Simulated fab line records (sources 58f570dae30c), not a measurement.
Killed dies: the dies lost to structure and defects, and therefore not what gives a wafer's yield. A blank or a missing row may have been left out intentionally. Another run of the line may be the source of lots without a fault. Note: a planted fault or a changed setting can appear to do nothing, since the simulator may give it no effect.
fab line records    flow berkeley-cmos170
[record] lots = 7  wafers = 21  last-day = 12
route steps=331 shown START@1 ZERO@6
lots untouched by any fault: they come from a run of this same line in which no faults occurred
start-h: hours from the record's opening day to when the first of the lot's shown wafers began    wait-h: hours from the lot's prior step to this one    " the same as in the row above    L1.1+2: several wafers, shown together as one row    - value missing, or start not given    * or withheld: withheld    < > ~ a bound
route shown NAME@n: a module of which the file shows steps, and the number in the route of the first    usual: average and standard deviation across the fault-free wafers    same: alike in all rows    chamber/n: place in a boat    sites: the reading at each site    _std_site: the standard deviation of these    _edge_site: outer sites' mean less inner sites'    radius-mm: how far each site lies from the wafer's centre    mask NAME#n: copy n    behind: the tool/chamber that last shaped the wafer    hold: cause of the lot's hold/its duration in hours/its outcome    device: the transistor (n, p or np) that didn't switch    end of line: the route-end tests of the same wafers    for a step that has no rows: nothing shown but its recipe    killed: at the first sort, the dies lost to defects and structure; wafer yield is something else    map: shows each die of a wafer: x if killed, . if not, _ if none is there
set.NAME: the setting the step ran with; set.NAME@STEP: the setting that earlier step ran with    model.NAME: the simulator's own value behind a step, which no gauge read
lots at selected steps of the route; one table per step, one row per wafer
services: the hour from which a tool's chamber was out of use, counted from the record's first day as start-h (under 0 if before that day), plus the number of hours and why
[[steps]]
[step UCB170_START_BOW_MEAS_00]
[recipe] mode = bow
[usual] INCOMING_BOW = 0/6.2
lot.wafer  tool           chamber  start-h  wait-h  INCOMING_BOW[um]
L182.3     film-metro-02  -        30.04    -       -4
L182.4     "              -        "        "       -7
L182.5     "              -        "        "       2
L185.2     film-metro-02  -        45.02    -       -3
L185.3     "              -        "        "       1
L185.5     "              -        "        "       0
L186.2     film-metro-04  -        50.02    -       7
L186.3     "              -        "        "       -3
L186.6     "              -        "        "       -5
L187.2     film-metro-04  -        55.02    -       13
L187.4     "              -        "        "       3
L187.6     "              -        "        "       -5
L188.2     film-metro-02  -        60.02    -       -3
L188.3     "              -        "        "       -5
L188.5     "              -        "        "       -4
L199.1     film-metro-02  -        115.00   -       -3
L199.3     "              -        "        "       -5
L199.6     "              -        "        "       -7
L201.1     film-metro-01  -        125.00   -       5
L201.2     "              -        "        "       -2
L201.6     "              -        "        "       7
[step UCB170_START_CLEAN_01]
[recipe] chemistry = dHF  dilution = 25:1  time-s = 60
[step UCB170_START_OXIDATION_02]
[recipe] temp-c = 950  ambient = O2  target-thk-a = 200  ox-time-s = 1800
[step UCB170_START_THK_MEAS_03]
[recipe] reads = SiO2_of_START_OXIDATION_02
[usual] START_OXIDE_THK = 19.9/0.31
lot.wafer  tool           chamber  start-h  wait-h  START_OXIDE_THK[nm]
L182.3     film-metro-04  -        35.08    0.0     19.8
L182.4     "              -        "        "       19.9
L182.5     "              -        "        "       20.1
L185.2     film-metro-04  -        50.51    0.0     19.6
L185.3     "              -        "        "       20.0
L185.5     "              -        "        "       19.7
L186.2     film-metro-01  -        55.07    0.0     20.0
L186.3     "              -        "        "       19.6
L186.6     "              -        "        "       19.5
L187.2     film-metro-02  -        62.24    0.0     19.5
L187.4     "              -        "        "       19.1
L187.6     "              -        "        "       19.3
L188.2     film-metro-01  -        62.24    0.0     19.8
L188.3     "              -        "        "       19.4
L188.5     "              -        "        "       19.6
L199.1     film-metro-04  -        119.35   0.0     20.1
L199.3     "              -        "        "       20.3
L199.6     "              -        "        "       20.0
L201.1     film-metro-01  -        127.30   0.0     19.6
L201.2     "              -        "        "       19.9
L201.6     "              -        "        "       19.7
[step UCB170_START_ANNEAL_04]
[recipe] temp-c = 950  time-s = 1200  ambient = N2
[step UCB170_ZERO_HMDS_00]
[recipe] prime-time-s = 60  prime-temp-c = 100
[step UCB170_ZERO_COAT_01]
[recipe] resist = KrF  spin-rpm = 1500  resist-thk-nm = 900
[step UCB170_ZERO_SOFTBAKE_02]
[recipe] resist = KrF  temp-c = 130  time-s = 60
[step UCB170_ZERO_EXPOSE_03]
[recipe] mask-id = PM_MARKS  na = 0.5  sigma-outer = 0.6  source-shape = conventional  target-cd-nm = 4000  dose-mj = 30
[usual] exposure-dose-mJ-cm2 = 29.998/0.026  focus-offset-nm = 0.1/0.55
lot.wafer  tool            chamber  start-h  wait-h  mask        exposure-dose-mJ-cm2  focus-offset-nm
L182.3     krf-scanner-02  0        40.98    0.2     PM_MARKS#0  29.984                -0.7
L182.4     "               0        "        "       PM_MARKS#0  29.923                -1.1
L182.5     "               0        "        "       PM_MARKS#0  30.005                -0.7
L185.2     krf-scanner-02  0        56.49    0.1     PM_MARKS#0  30.001                -0.5
L185.3     "               0        "        "       PM_MARKS#0  29.973                0.5
L185.5     "               0        "        "       PM_MARKS#0  29.998                0.7
L186.2     krf-scanner-02  -        61.53    0.1     PM_MARKS#0  -                     -
L186.3     "               -        "        "       PM_MARKS#0  -                     -
L186.6     "               -        "        "       PM_MARKS#0  -                     -
L187.2     krf-scanner-02  -        67.88    0.1     PM_MARKS#0  -                     -
L187.4     "               -        "        "       PM_MARKS#0  -                     -
L187.6     "               -        "        "       PM_MARKS#0  -                     -
L188.2     krf-scanner-01  -        68.12    0.4     PM_MARKS#0  -                     -
L188.3     "               -        "        "       PM_MARKS#0  -                     -
L188.5     "               -        "        "       PM_MARKS#0  -                     -
L199.1     krf-scanner-02  0        124.96   0.1     PM_MARKS#0  30.020                0.2
L199.3     "               0        "        "       PM_MARKS#0  30.000                0.4
L199.6     "               0        "        "       PM_MARKS#0  29.990                -0.3
L201.1     krf-scanner-01  0        131.71   0.4     PM_MARKS#0  29.979                -0.1
L201.2     "               0        "        "       PM_MARKS#0  29.970                -0.5
L201.6     "               0        "        "       PM_MARKS#0  29.961                -0.5
[step UCB170_ZERO_PEB_04]
[recipe] peb-temp-c = 130  peb-time-s = withheld  resist = KrF
[step UCB170_ZERO_DEVELOP_05]
[recipe] developer = TMAH  develop-time-s = 45  resist = KrF  dev-temp-c = 21
[step UCB170_ZERO_ETCH_06]
[recipe] chemistry = CHF3/CF4/Ar  target = SiO2  time-s = 12  pressure-mtorr = 100  rf-w = 500  CHF3_flow_sccm = 50  cf4-flow-sccm = 10  Ar_flow_sccm = 120  over-etch-frac = 1.58
[usual] drypump-motor-current-A = 5.7/0.39  oes-product-au = 0.619/0.0093  throttle-valve-pct = 9.23/0.13
lot.wafer  tool         chamber  start-h  wait-h  drypump-motor-current-A  oes-product-au  rf-hours-counter-h  throttle-valve-pct
L182.3     rie-diel-01  0        41.38    -       5.7                      0.633           50                  9.24
L182.4     "            2        "        "       6.6                      0.625           92                  9.15
L182.5     "            1        "        "       5.5                      0.632           -                   9.30
L185.2     rie-diel-03  2        56.86    -       6.0                      0.602           101                 9.00
L185.3     "            1        "        "       5.5                      0.607           2                   9.39
L185.5     "            1        "        "       5.5                      0.606           -                   9.39
L186.2     rie-diel-03  1        61.90    -       5.5                      0.370           2                   9.37
L186.3     "            2        "        "       6.0                      0.365           101                 8.99
L186.6     "            3        "        "       5.3                      0.364           -                   9.15
L187.2     rie-diel-03  2        68.25    -       6.0                      0.369           101                 8.98
L187.4     "            3        "        "       5.3                      0.375           127                 9.15
L187.6     "            3        "        "       5.3                      0.376           -                   9.14
L188.2     rie-diel-01  0        68.53    -       5.8                      0.382           52                  9.21
L188.3     "            3        "        "       5.4                      0.376           166                 9.00
L188.5     "            0        "        "       5.7                      0.382           -                   9.24
L199.1     rie-diel-01  3        125.55   -       5.5                      0.620           0                   9.04
L199.3     "            2        "        "       6.6                      0.623           95                  9.13
L199.6     "            1        "        "       5.5                      0.631           -                   9.29
L201.1     rie-diel-02  1        132.62   -       5.5                      0.624           69                  9.38
L201.2     "            2        "        "       5.5                      0.622           135                 9.09
L201.6     "            1        "        "       5.5                      0.625           -                   9.39
[step UCB170_ZERO_STRIP_07]
[recipe] chemistry = O2  power-w = 400  pressure-mtorr = 3500  platen-temp-c = withheld  o2-flow-sccm = 400  overash-fraction = 0.5
[usual] drypump-motor-current-A = 5.7/0.63  oes-product-au = 0.728/0.0042  strip-time-to-endpoint-s = 21.49/0.052
lot.wafer  tool             chamber  start-h  wait-h  drypump-motor-current-A  oes-product-au  rf-hours-counter-h  strip-time-to-endpoint-s
L182.3     plasma-asher-01  0        41.43    0.0     5.0                      0.734           -                   21.48
L182.4     "                1        "        "       5.6                      0.727           -                   21.47
L182.5     "                1        "        "       5.6                      0.734           -                   21.51
L185.2     plasma-asher-03  1        56.89    0.0     4.9                      0.732           33                  21.53
L185.3     "                1        "        "       4.9                      0.731           -                   21.52
L185.5     "                1        "        "       4.9                      0.724           -                   21.50
L186.2     plasma-asher-01  1        61.93    0.0     5.5                      0.716           39                  21.48
L186.3     "                0        "        "       5.0                      0.724           -                   21.50
L186.6     "                1        "        "       5.5                      0.722           -                   21.49
L187.2     plasma-asher-04  1        68.28    0.0     5.7                      0.729           36                  21.44
L187.4     "                1        "        "       5.7                      0.730           -                   21.46
L187.6     "                0        "        "       6.7                      0.727           -                   21.49
L188.2     plasma-asher-03  1        68.55    0.0     4.9                      0.733           34                  21.53
L188.3     "                0        "        "       6.1                      0.725           -                   21.49
L188.5     "                1        "        "       4.9                      0.724           -                   21.58
L199.1     plasma-asher-03  0        125.57   0.0     6.0                      0.726           0                   21.48
L199.3     "                1        "        "       4.9                      0.725           -                   21.49
L199.6     "                1        "        "       4.9                      0.730           -                   21.44
L201.1     plasma-asher-01  0        132.65   0.0     5.0                      0.724           47                  21.50
L201.2     "                1        "        "       5.6                      0.734           47                  21.45
L201.6     "                0        "        "       5.0                      0.729           -                   21.54
[[services]]
tool             chamber  start-h  hours  kind
rie-diel-03      3        17.03    1.7    repair
krf-scanner-02   -        34.26    0.8    repair
krf-scanner-01   -        36.10    0.8    pm
plasma-asher-04  -        38.35    2.8    pm
krf-scanner-02   -        49.26    0.8    pm
krf-scanner-01   -        50.08    1.0    pm
plasma-asher-01  -        56.36    1.4    repair
rie-diel-02      -        64.36    0.3    repair
rie-diel-02      0        66.56    -      clean
rie-diel-02      0        66.56    19.1   scheduled-down
rie-diel-01      2        87.16    1.3    repair
rie-diel-03      3        98.54    13.0   repair
rie-diel-01      3        99.68    -      clean
rie-diel-01      3        99.68    25.0   scheduled-down
rie-diel-01      3        99.68    25.0   vent-cycle
rie-diel-01      -        108.16   14.6   pm
plasma-asher-03  -        108.75   9.0    pm
plasma-asher-03  0        108.75   9.0    vent-cycle
plasma-asher-03  1        108.75   9.0    vent-cycle
krf-scanner-01   -        117.34   1.3    pm
plasma-asher-03  0        117.75   -      clean
plasma-asher-03  1        117.75   -      clean
plasma-asher-03  -        126.91   15.6   pm
krf-scanner-02   -        128.44   5.9    repair
[[key]]
[first-sign] step = UCB170_ZERO_EXPOSE_03  reading = tool-record  direction = missing
[effect] step = UCB170_ZERO_ETCH_06  reading = oes-product-au  direction = down  sigmas = 26  usual = 0.619  struck = 0.373
met-at UCB170_ZERO_EXPOSE_03
struck-wafers L186.2,L186.3,L186.6,L187.2,L187.4,L187.6,L188.2,L188.3,L188.5
later-rows-left-out L186.2,L186.3,L186.6,L187.2,L187.4,L187.6,L188.2,L188.3,L188.5
sort-left-out L186.2,L186.3,L186.6,L187.2,L187.4,L187.6,L188.2,L188.3,L188.5
tester-left-out L186,L187,L188
onset-between 56.49 61.53
[fault] kind = skipped-step-whole  tool = krf-scanner-01,krf-scanner-02  chamber = -  onset-h = 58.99  steps = UCB170_ZERO_EXPOSE_03  scope = struck-lots-only
// tester-left-out: of these lots the tester's yield and bins aren't shown, on N5 and GAA mostly nor the transistor test; their killed dies are dies lost to structure and defects alone, not to doping, threshold or leakage, so they don't give the yield
// sort-left-out: the simulated sort isn't trusted on such a fault, so these wafers' sort isn't shown, and their yield isn't known
// later-rows-left-out: the simulator's readings of these wafers behind a module that went badly wrong aren't trusted and aren't shown, but for the sort
